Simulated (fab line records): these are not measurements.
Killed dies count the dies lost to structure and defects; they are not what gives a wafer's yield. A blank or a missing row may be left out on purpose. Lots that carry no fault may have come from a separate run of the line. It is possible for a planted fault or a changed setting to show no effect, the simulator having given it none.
Split-lot study | flow berkeley_cmos170 | on a route of 331 steps: 5 lots, 27 wafers read

== THE SPLIT ITSELF ==
At UCB170_GATE_ETCH_15 (etches poly-Si in HBr/Cl2, stops on SiO2, time 56.3 s, target depth 278.2 nm), the setting target_depth_a was moved away from the recipe's 2782 angstrom on 9 of the 27 wafers read, by -45.0% to +41.3%. The other wafers ran this setting at the recipe's value.

The reading is taken at the split's own step.

== THE READING ==
oes_product_au, in a.u., at UCB170_GATE_ETCH_15 (etches poly-Si in HBr/Cl2, stops on SiO2, time 56.3 s, target depth 278.2 nm). Typical for fault-free wafers on this fab line: 0.838 a.u., with standard deviation 0.018 a.u.

wafer  | tool, chamber at the split | target_depth_a as run, angstrom | against the recipe | oes_product_au, a.u. | against lot-mates on the recipe
L076.1 | rie_si-02, 3               | 2126                            | -23.6%             | 0.988                | +0.156
L076.2 | rie_si-02, 1               | 2782                            | recipe             | 0.841                | -
L076.3 | rie_si-02, 0               | 2782                            | recipe             | 0.811                | -
L076.4 | rie_si-02, 2               | 2126                            | -23.6%             | 0.998                | +0.166
L076.5 | rie_si-02, 2               | 2782                            | recipe             | 0.844                | -
L076.6 | rie_si-02, 3               | 2126                            | -23.6%             | 0.993                | +0.161
L074.1 | rie_si-01, 0               | 2782                            | recipe             | 0.856                | -
L074.2 | rie_si-01, 2               | 2782                            | recipe             | 0.855                | -
L074.3 | rie_si-01, 3               | 2782                            | recipe             | 0.843                | -
L074.4 | rie_si-01, 1               | 2782                            | recipe             | 0.860                | -
L074.5 | rie_si-01, 2               | 2782                            | recipe             | 0.852                | -
L074.6 | rie_si-01, 3               | 2782                            | recipe             | 0.843                | -
L075.1 | rie_si-02, 0               | 2782                            | recipe             | 0.807                | -
L075.2 | rie_si-02, 2               | 1531                            | -45.0%             | 1.013                | +0.187
L075.3 | rie_si-02, 3               | 2782                            | recipe             | 0.829                | -
L075.4 | rie_si-02, 1               | 2782                            | recipe             | 0.841                | -
L075.5 | rie_si-02, 1               | 1531                            | -45.0%             | 0.997                | +0.171
L075.6 | rie_si-02, 0               | 1531                            | -45.0%             | 0.962                | +0.136
L078.1 | rie_si-01, 0               | 2782                            | recipe             | 0.844                | -
L078.2 | rie_si-01, 2               | 3930                            | +41.3%             | 0.682                | -0.169
L078.3 | rie_si-01, 1               | 2782                            | recipe             | 0.850                | -
L078.4 | rie_si-01, 3               | 3930                            | +41.3%             | 0.681                | -0.170
L078.5 | rie_si-01, 0               | 3930                            | +41.3%             | 0.685                | -0.166
L078.6 | rie_si-01, 1               | 2782                            | recipe             | 0.858                | -
L085.1 | rie_si-01, 0               | 2782                            | recipe             | 0.854                | -
L085.3 | rie_si-01, 2               | 2782                            | recipe             | 0.845                | -
L085.4 | rie_si-01, 1               | 2782                            | recipe             | 0.854                | -

FIT RESULTS
A straight line over all 27 wafers: oes_product_au changes by -0.0039 a.u. for each +1% of target_depth_a; r = -0.96; the points scatter about the line by 0.026 a.u.
The same after taking each lot's own level away (the mean of its wafers on the recipe; 27 wafers): -0.00421 a.u. for each +1%; r = -0.97; scatter 0.025 a.u.
The reading moves by 0.19 a.u. for the largest change in target_depth_a, on that fit.
The span of the lots' own levels, 0.8257 to 0.8515 a.u., comes to 1.4 times the standard deviation stated above.
So the lot-to-lot level changes the slope little: the two slopes agree.
Check: +0.196 a.u. against its lot-mates is what the line predicts for one of the wafers moved furthest among these (-45.0%) when that wafer is left out of the fit. It came out at +0.187 a.u. against them.
Tool readings at the split's step, against how far the setting was moved: oes_product_au r = -0.96.

== ADDITIONAL SPLITS CARRIED BY THESE WAFERS ==
These wafers also went through other splits before the reading. Each is held against what the fit with the lots' levels taken away leaves over:
other split on the same wafers          | wafers away from the commonest value | r with oes_product_au (lot level and that fit taken away)
UCB170_NWELL_OXIDATION_01 ox_time_s     | 21                                   | -0.08
UCB170_ACTIVE_DEVELOP_12 develop_time_s | 9                                    | -0.42

== THE WHOLE CHAIN: every reading that the file lists as answering this split, in the file's order ==
step                | what it does                                                                 | reading                                                                     | change (the file's fit)                                                              | r (the file's)
UCB170_GATE_ETCH_15 | etches poly-Si in HBr/Cl2, stops on SiO2, time 56.3 s, target depth 278.2 nm | oes_product_au                                                              | -0.00424 a.u. for each +1% of the setting                                            | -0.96
UCB170_GATE_ETCH_15 | etches poly-Si in HBr/Cl2, stops on SiO2, time 56.3 s, target depth 278.2 nm | etch.depth_nm (the simulator's own value, which no gauge read)              | not straight: 152.5 at the lowest setting, 214.8 at the recipe, 213.7 at the highest | not given
UCB170_GATE_ETCH_15 | etches poly-Si in HBr/Cl2, stops on SiO2, time 56.3 s, target depth 278.2 nm | GATE.feature_depth_nm (the simulator's own value, which no gauge read)      | not straight: 152.5 at the lowest setting, 214.8 at the recipe, 215.6 at the highest | not given
UCB170_GATE_ETCH_15 | etches poly-Si in HBr/Cl2, stops on SiO2, time 56.3 s, target depth 278.2 nm | KrF_of_GATE_COAT_07.thk_nm (the simulator's own value, which no gauge read) | -1.1 nm for each +1% of the setting                                                  | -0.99

== FILE'S OWN FIT ==
oes_product_au changes by -0.00424 a.u. for each +1% of target_depth_a, r = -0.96.
